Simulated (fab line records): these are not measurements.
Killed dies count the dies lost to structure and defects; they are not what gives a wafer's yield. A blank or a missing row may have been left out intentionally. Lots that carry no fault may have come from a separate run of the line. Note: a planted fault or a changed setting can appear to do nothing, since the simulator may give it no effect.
Split-lot trial	flow rit-cmos	5 lots, 23 wafers read, on a route of 202 steps

## ON THE SPLIT
At RIT_SILICIDE_SPUTTER_01 (material Ti, target thk 30 nm, time 240 s), the setting time-s was moved away from the recipe's 240 s on 9 of the 23 wafers read, by -13.3% to +10.2%. This setting was run at the recipe's value on the other wafers.

## FROM SPLIT TO READING: 1 step shown by the file between the two
- RIT_SILICIDE_RS_MEAS_02: measures by four-point-probe

## THE READING
SILICIDE_TI_THK, in nm, at RIT_SILICIDE_THK_MEAS_03 (measures by xrf). On this fab line, fault-free wafers typically give 29.99 nm with a standard deviation of 0.21 nm.

wafer	tool, chamber at the split	time-s as run, s	against the recipe	SILICIDE_TI_THK, nm	against lot-mates on the recipe
L075.1	pvd-sputter-04, -	227.9	-5.0%	28.66	-1.04
L075.2	pvd-sputter-04, -	240	recipe	29.79	-
L075.4	pvd-sputter-04, -	227.9	-5.0%	28.52	-1.18
L075.5	pvd-sputter-04, -	240	recipe	29.62	-
L075.6	pvd-sputter-04, -	227.9	-5.0%	28.67	-1.03
L076.2	pvd-sputter-03, -	240	recipe	29.67	-
L076.3	pvd-sputter-03, -	240	recipe	29.64	-
L076.4	pvd-sputter-03, -	240	recipe	29.67	-
L076.5	pvd-sputter-03, -	240	recipe	29.55	-
L076.6	pvd-sputter-03, -	240	recipe	29.62	-
L080.1	pvd-sputter-04, -	264.4	+10.2%	33.08	+3.00
L080.2	pvd-sputter-04, -	264.4	+10.2%	33.47	+3.39
L080.3	pvd-sputter-04, -	240	recipe	29.82	-
L080.4	pvd-sputter-04, -	264.4	+10.2%	33.33	+3.25
L080.5	pvd-sputter-04, -	240	recipe	30.33	-
L082.1	pvd-sputter-04, -	240	recipe	29.84	-
L082.3	pvd-sputter-04, -	240	recipe	30.19	-
L082.6	pvd-sputter-04, -	240	recipe	29.96	-
L084.1	pvd-sputter-03, -	208	-13.3%	25.81	-4.39
L084.2	pvd-sputter-03, -	208	-13.3%	25.91	-4.29
L084.3	pvd-sputter-03, -	240	recipe	30.32	-
L084.5	pvd-sputter-03, -	240	recipe	30.08	-
L084.6	pvd-sputter-03, -	208	-13.3%	25.87	-4.33

THE FIT
A straight line over all 23 wafers: SILICIDE_TI_THK changes by +0.311 nm for each +1% of time-s; r = +0.99; the points scatter about the line by 0.26 nm.
The same after taking each lot's own level away (the mean of its wafers on the recipe; 23 wafers): +0.315 nm for each +1%; r = +0.99; scatter 0.23 nm.
According to that fit, moving time-s by its largest amount changes the reading by 4.2 nm.
Across the lots, their own levels run from 29.630 to 30.200 nm, a range of 2.7 times the standard deviation given above.
So the lot-to-lot level changes the slope little: the two slopes agree.
Check: with one of the wafers moved furthest among these (-13.3%) left out of the fit, the line predicts -4.08 nm for it against its lot-mates. It came out at -4.39 nm against them.

## THE OTHER SPLITS THESE WAFERS WENT THROUGH
These wafers also went through other splits before the reading. Each is held against what the fit with the lots' levels taken away leaves over:
other split on the same wafers	wafers away from the commonest value	r with SILICIDE_TI_THK (lot level and that fit taken away)
RIT_GATE_EXPOSE_13 dose-mj	5	+0.04
RIT_NSD_IMPLANT_08 energy-kev	11	-0.07

## THE WHOLE CHAIN: every reading that the file lists as answering this split, in the file's order
step	what it does	reading	change (the file's fit)	r (the file's)
RIT_SILICIDE_SPUTTER_01	material Ti, target thk 30 nm, time 240 s	Ti_of_SILICIDE_SPUTTER_01.thk-nm (the simulator's own value, which no gauge read)	+0.317 nm for each +1% of the setting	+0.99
RIT_SILICIDE_RS_MEAS_02	measures by four-point-probe	SILICIDE_TI_RS	-0.689 for each +1% of the setting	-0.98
RIT_SILICIDE_THK_MEAS_03	measures by xrf	SILICIDE_TI_THK	+0.313 for each +1% of the setting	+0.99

## FILE'S OWN FIT
SILICIDE_TI_THK changes by +0.313 nm for each +1% of time-s, r = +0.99.
